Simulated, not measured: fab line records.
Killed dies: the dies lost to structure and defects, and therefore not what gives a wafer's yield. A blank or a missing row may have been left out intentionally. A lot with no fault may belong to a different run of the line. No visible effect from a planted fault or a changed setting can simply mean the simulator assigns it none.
A lot that was struck, set against a sound lot || flow ritCmos || 14 steps out of a route of 202
Sound: the wafers L195.1, L195.4, L195.6. The struck wafers were L208.2, L208.5, L208.6. The cause comes at the end.
At each step with rows: each side's tool, then ch and its chambers, then its first start. Under that, the readings that differ: sound wafers || struck wafers || difference of the means || sigmas: that difference in standard deviations of wafers without a fault.
alike: readings with means less than 2 such deviations apart, plus words and numbers identical on both sides. not compared: withheld readings, readings lacking a value on some wafer, bounds such as >300 that could conceal the same value, and numbers that have no deviation in the record and whose values overlap.
Wherever a step has rows on one side only, a row that says differs or no value, or a row with sigmas, the two part there. Non-overlapping numbers with no deviation appear without sigmas and do not part them. Lack of a reading on every wafer of one side parts them only where that side has two or more wafers.

first, 1 step without rows for these wafers: RIT_CONTACT_HARDBAKE_10 (time 60 s).
RIT_CONTACT_ETCH_11: etches SiO2 in CHF3/CF4/Ar, stops on TiSi2, target depth 480 nm, time 320 s.
  sound on rieDiel-03 ch 0,3, day 3 10:38; struck on rieDiel-02 ch 0,1, day 5 22:08
  alike: drypumpMotorCurrentA, oesProductAu, throttleValvePct
  not compared: rfHoursCounterH
RIT_CONTACT_STRIP_12: strips in O2, time 180 s.
  sound on plasmaAsher-03 ch 0, day 3 10:50; struck on plasmaAsher-02 ch 0,1, day 5 22:20
  alike: drypumpMotorCurrentA
  not compared: rfHoursCounterH
RIT_CONTACT_CD_MEAS_90 targets a cd of 1000 nm.
  sound: cdSem-02 at day 3 11:01; struck: cdSem-02 at day 5 22:32
  alike: cdNm
then, 2 steps without rows for these wafers: RIT_CONTACT_CLEAN_13 (cleans in SC1, time 600 s); RIT_CONTACT_CLEAN_14 (cleans in SC2, time 600 s).
RIT_M1_SPUTTER_00: material Al, target thk 400 nm, time 500 s.
  sound: pvdSputter-01 at day 3 11:29; struck: pvdSputter-01 at day 5 23:00
  alike: throttleValvePct
RIT_M1_RS_MEAS_01: measures by four-point-probe.
  sound: filmMetro-03 at day 3 11:47; struck: filmMetro-03 at day 5 23:19
  alike: M1_AL_RS
RIT_M1_THK_MEAS_02: measures by xrf.
  sound: filmMetro-03 at day 3 11:54; struck: filmMetro-03 at day 5 23:25
  alike: M1_AL_THK
then, 3 steps without rows for these wafers: RIT_M1_HMDS_03 (prime time 60 s); RIT_M1_COAT_04 (resist thk 1300 nm); RIT_M1_SOFTBAKE_05 (time 60 s).
RIT_M1_EXPOSE_06: exposes mask M12, target cd 2600 nm.
  sound on ilineStepper-01 ch 0, day 3 12:34; struck on ilineStepper-01, day 5 23:56
  no value came back on the struck wafers for exposureDoseMJCm2, focusOffsetNm (nm), sigmaOuter; on the sound wafers exposureDoseMJCm2 reads 251.83 251.80 251.81
  alike: mask
then, 1 step without rows for these wafers: RIT_M1_PEB_07.

WHERE THEY PART
Only at RIT_M1_EXPOSE_06, within this record.

WHY: the cause the simulator had injected
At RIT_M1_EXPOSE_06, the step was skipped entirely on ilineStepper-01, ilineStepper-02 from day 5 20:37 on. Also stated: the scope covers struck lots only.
